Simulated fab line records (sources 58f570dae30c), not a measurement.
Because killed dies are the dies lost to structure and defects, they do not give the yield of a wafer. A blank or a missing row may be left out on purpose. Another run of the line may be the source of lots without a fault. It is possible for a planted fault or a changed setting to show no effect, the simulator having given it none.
Lot-split experiment -- flow berkeley cmos170 -- 23 wafers read from 5 lots, route of 331 steps

== ON THE SPLIT ==
At UCB170_V1_PEB_10, the setting peb temp c was moved away from the recipe's 130 C on 6 of the 23 wafers read, by -1.9% to +1.7%. All remaining wafers had this setting at the recipe value.

== FROM THE SPLIT TO THE READING: what the file shows between them, 4 steps ==
- UCB170_V1_DEVELOP_11: develop time 45 s
- UCB170_V1_CD_MEAS_12: target cd 700 nm
- UCB170_V1_ETCH_14: etches SiO2 in CHF3/CF4/Ar, stops on Al, target depth 1250 nm, time 291 s (also split here: time s)
- UCB170_V1_STRIP_15: strips in O2

== THE READING ==
cd nm (nm) at UCB170_V1_CD_MEAS_90, where the cd target is 700 nm. Typical for fault-free wafers on this fab line: 699.8 nm, with standard deviation 1.5 nm.

wafer,"tool, chamber at the split","peb temp c as run, C",against the recipe,"cd nm, nm",against lot-mates on the recipe
L074.1,"litho track-04, 0",130,recipe,699.9,-
L074.2,"litho track-04, 0",130,recipe,700.6,-
L074.4,"litho track-04, 0",130,recipe,701.1,-
L074.5,"litho track-04, 0",130,recipe,699.1,-
L074.6,"litho track-04, 0",130,recipe,698.6,-
L076.1,"litho track-04, 0",132.2,+1.7%,713.4,+12.3
L076.2,"litho track-04, 0",132.2,+1.7%,714.6,+13.5
L076.3,"litho track-04, 0",130,recipe,700.1,-
L076.4,"litho track-04, 0",130,recipe,701.7,-
L076.5,"litho track-04, 0",130,recipe,701.5,-
L079.1,"litho track-03, 0",130,recipe,700.7,-
L079.3,"litho track-03, 0",130,recipe,699.3,-
L079.4,"litho track-03, 0",127.5,-1.9%,682.8,-18.0
L079.5,"litho track-03, 0",130,recipe,702.3,-
L079.6,"litho track-03, 0",127.5,-1.9%,682.2,-18.6
L083.1,"litho track-04, 0",131.4,+1.1%,709.7,+9.1
L083.3,"litho track-04, 0",130,recipe,702.6,-
L083.4,"litho track-04, 0",130,recipe,699.4,-
L083.5,"litho track-04, 0",130,recipe,699.8,-
L083.6,"litho track-04, 0",131.4,+1.1%,707.4,+6.8
L081.1,"litho track-01, 0",130,recipe,699.6,-
L081.4,"litho track-01, 0",130,recipe,698.3,-
L081.6,"litho track-01, 0",130,recipe,698.2,-

FIT RESULTS
A straight line over all 23 wafers: cd nm changes by +8.63 nm for each +1% of peb temp c; r = +0.98; the points scatter about the line by 1.3 nm.
The same after taking each lot's own level away (the mean of its wafers on the recipe; 23 wafers): +8.53 nm for each +1%; r = +0.99; scatter 1.2 nm.
The reading moves by 16 nm for the largest change in peb temp c, on that fit.
Measured against the standard deviation above, the lots' own levels, which go from 698.70 to 701.10 nm, span 1.6 times it.
The two slopes agree, so the slope changes little with the lot-to-lot level.
Check: -16.3 nm against its lot-mates is what the line predicts for one of the wafers moved furthest among these (-1.9%) when that wafer is left out of the fit. It came out at -18 nm against them.

== THE OTHER SPLITS THESE WAFERS WENT THROUGH ==
Note: prior to the reading, these wafers also went through further splits. Each is held against what the fit with the lots' levels taken away leaves over:
other split on the same wafers,wafers away from the commonest value,r with cd nm (lot level and that fit taken away)
UCB170_PVT_EXPOSE_03 dose mj,7,+0.06
UCB170_GATE_OXIDATION_01 ox time s,18,-0.20
UCB170_PSD_PEB_04 peb temp c,8,+0.29
UCB170_NSD_EXPOSE_03 dose mj,4,+0.08
UCB170_NSD_IMPLANT_08 energy kev,6,-0.20
UCB170_CONTACT_COAT_04 spin rpm,10,+0.08
UCB170_M1_METAL_ETCH_12 icp w,10,-0.04
UCB170_V1_ETCH_14 time s,6,-0.04

== THE WHOLE CHAIN: every reading that the file lists as answering this split, in the file's order ==
step,what it does,reading,change (the file's fit),r (the file's)
UCB170_V1_CD_MEAS_12,target cd 700 nm,cd nm,+8.62 nm for each +1% of the setting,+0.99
UCB170_V1_ETCH_14,"etches SiO2 in CHF3/CF4/Ar, stops on Al, target depth 1250 nm, time 291 s","V1.cd nm (the simulator's own value, which no gauge read)",+8.52 nm for each +1% of the setting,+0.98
UCB170_V1_CD_MEAS_90,target cd 700 nm,cd nm,+8.48 nm for each +1% of the setting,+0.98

== FILE'S OWN FIT ==
cd nm changes by +8.48 nm for each +1% of peb temp c, r = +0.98.
